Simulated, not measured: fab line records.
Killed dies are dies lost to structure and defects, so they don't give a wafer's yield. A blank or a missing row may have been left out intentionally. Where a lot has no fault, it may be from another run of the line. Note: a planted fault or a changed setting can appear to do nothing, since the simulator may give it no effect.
Which tool was responsible? ; flow berkeley cmos170 ; 12 lots, 36 wafers sampled, at 1 step of a route of 331

== WHAT THE GAUGES SHOWED, per wafer ==
UCB170_PWELL_THK_MEAS_03.
lot;measured;on;PWELL_OXIDE_THK (nm)
L075;day 3 08:40;film metro-02;25.9 26.0 25.8
L077;day 3 15:10;film metro-02;26.1 25.8 25.4
L079;day 4 02:29;film metro-03;26.1 25.9 26.0
L081;day 4 14:26;film metro-04;25.7 25.9 26.4
L083;day 4 21:09;film metro-04;26.1 26.2 26.5
L085;day 5 06:16;film metro-04;25.9 26.2 25.9
L087;day 5 23:58;film metro-02;25.9 25.8 26.1
L089;day 6 10:51;film metro-02;26.3 26.3 26.3
L091;day 6 21:51;film metro-03;26.1 26.1 25.9
L094;day 7 09:33;film metro-03;26.0 26.4 25.7
L093;day 7 09:34;film metro-02;25.8 25.7 25.1
L097;day 7 14:52;film metro-03;25.5 25.5 25.6

== WHAT TOOL EACH LOT RAN ON (gives the tool, then ch and the chambers of the sampled wafers, and finally the start) ==
There is no process step in the record ahead of these readings.

== THE ANSWER, worked out from the rows above alone ==
Rule: usual is defined by the lots themselves. Put in order of their means at a reading, lots are off if they are a third of the lots or fewer, leave a main group of 4 or more, and stand apart from it by a gap of 3 or more times the standard deviation of the main group's means; of several such gaps the widest counts. If all means in a main group match to the digits the tables above print for the reading, that group is not used. A lot without any number at a reading at which 4 lots or more have one is off too. All remaining lots with rows at the step are treated as sound.
None of the lots is off at any reading shown; this tells nothing.

== WHAT WAS PUT IN BY THE SIMULATOR ==
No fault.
